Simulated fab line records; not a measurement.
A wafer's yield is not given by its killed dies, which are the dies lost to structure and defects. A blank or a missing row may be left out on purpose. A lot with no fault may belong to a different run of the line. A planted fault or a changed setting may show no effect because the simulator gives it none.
Lot-split experiment || flow ritCmos || 23 wafers read across 5 lots, on a route 202 steps long

== ABOUT THE SPLIT ==
At RIT_PSD_IMPLANT_08, the setting energyKev was moved away from the recipe's 27 on 10 of the 23 wafers read, by -4.3% to +3.9%. All remaining wafers had this setting at the recipe value.

== FROM THE SPLIT TO THE READING: what the file shows between them, 3 steps ==
- RIT_PSD_STRIP_09: strips in O2, time 180 s
- RIT_SDANNEAL_CLEAN_02: cleans in SC2, time 600 s
- RIT_SDANNEAL_RTA_03: time 5 s

== THE READING ==
PSD_RS, in ohm/sq, at RIT_SDANNEAL_RS_MEAS_04 (measures by four-point-probe). A value of 116.1 ohm/sq with a standard deviation of 0.33 ohm/sq is what fault-free wafers of this fab line usually give.

{"wafer": "L077.1", "tool, chamber at the split": "implanter-03, 0", "energyKev as run": 27, "against the recipe": "recipe", "PSD_RS, ohm/sq": 116.6, "against lot-mates on the recipe": "-"}
{"wafer": "L077.2", "tool, chamber at the split": "implanter-03, 0", "energyKev as run": 25.85, "against the recipe": "-4.3%", "PSD_RS, ohm/sq": 119.3, "against lot-mates on the recipe": "+2.8"}
{"wafer": "L077.3", "tool, chamber at the split": "implanter-03, 0", "energyKev as run": 27, "against the recipe": "recipe", "PSD_RS, ohm/sq": 116.6, "against lot-mates on the recipe": "-"}
{"wafer": "L077.4", "tool, chamber at the split": "implanter-03, 0", "energyKev as run": 27, "against the recipe": "recipe", "PSD_RS, ohm/sq": 116.4, "against lot-mates on the recipe": "-"}
{"wafer": "L077.5", "tool, chamber at the split": "implanter-03, 0", "energyKev as run": 25.85, "against the recipe": "-4.3%", "PSD_RS, ohm/sq": 119.1, "against lot-mates on the recipe": "+2.6"}
{"wafer": "L079.1", "tool, chamber at the split": "implanter-03, 0", "energyKev as run": 27, "against the recipe": "recipe", "PSD_RS, ohm/sq": 115.5, "against lot-mates on the recipe": "-"}
{"wafer": "L079.2", "tool, chamber at the split": "implanter-03, 0", "energyKev as run": 27, "against the recipe": "recipe", "PSD_RS, ohm/sq": 115.5, "against lot-mates on the recipe": "-"}
{"wafer": "L079.3", "tool, chamber at the split": "implanter-03, 0", "energyKev as run": 27, "against the recipe": "recipe", "PSD_RS, ohm/sq": 115.9, "against lot-mates on the recipe": "-"}
{"wafer": "L079.4", "tool, chamber at the split": "implanter-03, 0", "energyKev as run": 28.05, "against the recipe": "+3.9%", "PSD_RS, ohm/sq": 113.6, "against lot-mates on the recipe": -2.0}
{"wafer": "L079.5", "tool, chamber at the split": "implanter-03, 0", "energyKev as run": 28.05, "against the recipe": "+3.9%", "PSD_RS, ohm/sq": 113.2, "against lot-mates on the recipe": -2.4}
{"wafer": "L081.1", "tool, chamber at the split": "implanter-04, 0", "energyKev as run": 27, "against the recipe": "recipe", "PSD_RS, ohm/sq": 115.9, "against lot-mates on the recipe": "-"}
{"wafer": "L081.3", "tool, chamber at the split": "implanter-04, 0", "energyKev as run": 27, "against the recipe": "recipe", "PSD_RS, ohm/sq": 115.8, "against lot-mates on the recipe": "-"}
{"wafer": "L081.4", "tool, chamber at the split": "implanter-04, 0", "energyKev as run": 27, "against the recipe": "recipe", "PSD_RS, ohm/sq": 115.7, "against lot-mates on the recipe": "-"}
{"wafer": "L084.1", "tool, chamber at the split": "implanter-02, 0", "energyKev as run": 27.58, "against the recipe": "+2.1%", "PSD_RS, ohm/sq": 114.8, "against lot-mates on the recipe": -1.2}
{"wafer": "L084.2", "tool, chamber at the split": "implanter-02, 0", "energyKev as run": 27, "against the recipe": "recipe", "PSD_RS, ohm/sq": 116.0, "against lot-mates on the recipe": "-"}
{"wafer": "L084.4", "tool, chamber at the split": "implanter-02, 0", "energyKev as run": 27.58, "against the recipe": "+2.1%", "PSD_RS, ohm/sq": 114.4, "against lot-mates on the recipe": -1.6}
{"wafer": "L084.5", "tool, chamber at the split": "implanter-02, 0", "energyKev as run": 27.58, "against the recipe": "+2.1%", "PSD_RS, ohm/sq": 114.9, "against lot-mates on the recipe": -1.1}
{"wafer": "L084.6", "tool, chamber at the split": "implanter-02, 0", "energyKev as run": 27, "against the recipe": "recipe", "PSD_RS, ohm/sq": 116.0, "against lot-mates on the recipe": "-"}
{"wafer": "L085.2", "tool, chamber at the split": "implanter-02, 0", "energyKev as run": 26.02, "against the recipe": "-3.6%", "PSD_RS, ohm/sq": 118.4, "against lot-mates on the recipe": "+2.2"}
{"wafer": "L085.3", "tool, chamber at the split": "implanter-02, 0", "energyKev as run": 27, "against the recipe": "recipe", "PSD_RS, ohm/sq": 116.4, "against lot-mates on the recipe": "-"}
{"wafer": "L085.4", "tool, chamber at the split": "implanter-02, 0", "energyKev as run": 26.02, "against the recipe": "-3.6%", "PSD_RS, ohm/sq": 118.5, "against lot-mates on the recipe": "+2.3"}
{"wafer": "L085.5", "tool, chamber at the split": "implanter-02, 0", "energyKev as run": 27, "against the recipe": "recipe", "PSD_RS, ohm/sq": 115.9, "against lot-mates on the recipe": "-"}
{"wafer": "L085.6", "tool, chamber at the split": "implanter-02, 0", "energyKev as run": 26.02, "against the recipe": "-3.6%", "PSD_RS, ohm/sq": 118.4, "against lot-mates on the recipe": "+2.2"}

FIT RESULTS
A straight line over all 23 wafers: PSD_RS changes by -0.685 ohm/sq for each +1% of energyKev; r = -0.98; the points scatter about the line by 0.32 ohm/sq.
The same after taking each lot's own level away (the mean of its wafers on the recipe; 23 wafers): -0.61 ohm/sq for each +1%; r = -0.99; scatter 0.16 ohm/sq.
That fit puts the effect of the largest move of energyKev on the reading at 2.6 ohm/sq.
The lots' own levels span 115.63 to 116.53 ohm/sq, that is 2.7 times the standard deviation above.
Thus the slope moves with the lot-to-lot level: the two fits are different.
Check: for one of the wafers moved furthest among these (-4.3%), held out of the fit, the line's prediction against its lot-mates is +2.6 ohm/sq. Against them it came out at +2.77 ohm/sq.

== OTHER SPLITS APPLIED TO THESE WAFERS ==
Before the reading, these wafers also passed through other splits. Each is held against what the fit with the lots' levels taken away leaves over:
{"other split on the same wafers": "RIT_ACTIVE_CVD_03 sih2cl2FlowSccm", "wafers away from the commonest value": 10, "r with PSD_RS (lot level and that fit taken away)": -0.03}
{"other split on the same wafers": "RIT_ACTIVE_COAT_06 resistThkNm", "wafers away from the commonest value": 11, "r with PSD_RS (lot level and that fit taken away)": -0.15}
{"other split on the same wafers": "RIT_FOX2_OXIDATION_00 tempC", "wafers away from the commonest value": 10, "r with PSD_RS (lot level and that fit taken away)": -0.10}
{"other split on the same wafers": "RIT_NWELL_IMPLANT_08 energyKev", "wafers away from the commonest value": 9, "r with PSD_RS (lot level and that fit taken away)": -0.08}
{"other split on the same wafers": "RIT_PWELL_IMPLANT_08 doseCm2", "wafers away from the commonest value": 8, "r with PSD_RS (lot level and that fit taken away)": "+0.07"}
{"other split on the same wafers": "RIT_NRETRO_IMPLANT_08 energyKev", "wafers away from the commonest value": 7, "r with PSD_RS (lot level and that fit taken away)": "+0.03"}
{"other split on the same wafers": "RIT_NLDD_COAT_01 spinRpm", "wafers away from the commonest value": 6, "r with PSD_RS (lot level and that fit taken away)": -0.28}
{"other split on the same wafers": "RIT_NLDD_HARDBAKE_07 tempC", "wafers away from the commonest value": 7, "r with PSD_RS (lot level and that fit taken away)": "+0.16"}

== THE WHOLE CHAIN: every reading that the file lists as answering this split, in the file's order ==
{"step": "RIT_PSD_IMPLANT_08", "what it does": "", "reading": "implant.drpNm (the simulator's own value, which no gauge read)", "change (the file's fit)": "+0.085 nm for each +1% of the setting", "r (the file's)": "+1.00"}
{"step": "RIT_SDANNEAL_RS_MEAS_04", "what it does": "measures by four-point-probe", "reading": "PSD_RS", "change (the file's fit)": "-0.614 for each +1% of the setting", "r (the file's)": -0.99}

== FILE'S OWN FIT ==
PSD_RS changes by -0.614 ohm/sq for each +1% of energyKev, r = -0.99.
